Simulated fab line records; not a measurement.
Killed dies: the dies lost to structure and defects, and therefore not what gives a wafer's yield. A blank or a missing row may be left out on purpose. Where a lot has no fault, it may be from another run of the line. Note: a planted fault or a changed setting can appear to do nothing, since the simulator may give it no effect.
Comparing a struck lot with a sound one || flow rit-cmos || 18 steps out of a route of 202
Sound: the wafers L951.2, L951.3, L951.4. Struck: wafers L962.1, L962.3, L962.4. Last of all comes the cause.
At each step with rows: each side's tool, then ch and its chambers, then its first start. Under that, the readings that differ: sound wafers || struck wafers || difference of the means || sigmas: that difference in standard deviations of wafers without a fault.
alike: readings with means less than 2 such deviations apart, plus words and numbers identical on both sides. not compared: withheld readings, readings lacking a value on some wafer, bounds such as >300 that could conceal the same value, and numbers that have no deviation in the record and whose values overlap.
The two part at a step that has a row with sigmas, a row that says differs or no value, or rows on one side only. Numbers that don't overlap but have no deviation are shown without sigmas and don't part them. Lack of a reading on every wafer of one side parts them only where that side has two or more wafers.

first, 1 step without rows for these wafers: RIT_PWELL_DEVELOP_05 (develop time 68 s).
RIT_PWELL_OVL_MEAS_06:
  sound on overlay-02 at day 2 02:53; struck on overlay-02 at day 4 10:42
  alike: PWELL_OVL
then, 2 steps without rows for these wafers: RIT_PWELL_HARDBAKE_07 (time 120 s); RIT_PWELL_IMPLANT_08.
RIT_PWELL_STRIP_09: strips in O2, time 180 s.
  sound on plasma-asher-04 ch 0,1, day 2 03:19; struck on plasma-asher-04 ch 0,1, day 4 11:20
  alike: chamber-pressure-mTorr, drypump-motor-current-A
  not compared: rf-hours-counter-h
RIT_PWELL_TW_MEAS_10:
  sound on film-metro-04 at day 2 03:30; struck on film-metro-04 at day 4 11:31
  alike: PWELL_TW
then, 1 step without rows for these wafers: RIT_WELLDRIVE_ANNEAL_00 (time 14700 s).
RIT_WELLDRIVE_RS_MEAS_01: uses a four-point probe to measure.
  sound on film-metro-04 at day 2 10:29; struck on film-metro-04 at day 4 16:39
  alike: NWELL_RS
RIT_WELLDRIVE_RS_MEAS_02: uses a four-point probe to measure.
  sound on film-metro-04 at day 2 10:36; struck on film-metro-04 at day 4 16:46
  alike: PWELL_RS
then, 3 steps without rows for these wafers: RIT_NRETRO_HMDS_00 (prime time 60 s); RIT_NRETRO_COAT_01 (resist thk 1300 nm); RIT_NRETRO_SOFTBAKE_02 (time 60 s).
RIT_NRETRO_EXPOSE_03: exposes mask M4, target cd 43900 nm.
  sound on iline-stepper-01 ch 0, day 2 11:18; struck on iline-stepper-01 ch 0, day 4 17:28
{"reading": "model.NRETRO.overlay-x-nm (nm)", "sound": "0.03628 0.03628 0.03628", "struck": "-299.8 -299.8 -299.8", "difference": -299.8, "sigmas": ""}
  alike: mask, focus-offset-nm, stage-vel-mm-s
then, 2 steps without rows for these wafers: RIT_NRETRO_PEB_04; RIT_NRETRO_DEVELOP_05 (develop time 68 s).
RIT_NRETRO_OVL_MEAS_06:
  sound on overlay-01 at day 2 11:43; struck on overlay-02 at day 4 17:54
{"reading": "NRETRO_OVL (nm)", "sound": "-0.6 -0.8 -1.6", "struck": "-301.1 -301.2 -300.3", "difference": -299.9, "sigmas": "-99 or more"}
then, 1 step without rows for these wafers: RIT_NRETRO_HARDBAKE_07 (time 120 s).
RIT_M1_PROBE_99:
  sound on prober-02 at day 3 17:28; struck on prober-01 at day 5 22:10
{"reading": "killed-at-front-end", "sound": "3 6 1", "struck": "10 9 10", "difference": "+6", "sigmas": "+2"}
{"reading": "killed-dies", "sound": "3 6 1", "struck": "10 10 10", "difference": "+7", "sigmas": "+2"}
{"reading": "killed-open", "sound": "2 3 0", "struck": "7 7 3", "difference": "+4", "sigmas": "+2"}
{"reading": "model.etest.retro-edge-nmos.off-log10-a-um", "sound": "-10.44 -9.745 -10.14", "struck": "-7.606 -7.763 -7.292", "difference": "+2.555", "sigmas": ""}
{"reading": "model.etest.retro-edge-pmos.off-log10-a-um", "sound": "-10.35 -10.21 -10.26", "struck": "-7.928 -7.984 -7.867", "difference": "+2.347", "sigmas": ""}
  alike: killed-at-contacts, killed-short
  not compared: model.etest.well-edge-right.line-ohm-um

## WHERE THEY PART
At RIT_NRETRO_OVL_MEAS_06 first; at RIT_M1_PROBE_99 last (within this record only).

WHY: the cause the simulator had injected
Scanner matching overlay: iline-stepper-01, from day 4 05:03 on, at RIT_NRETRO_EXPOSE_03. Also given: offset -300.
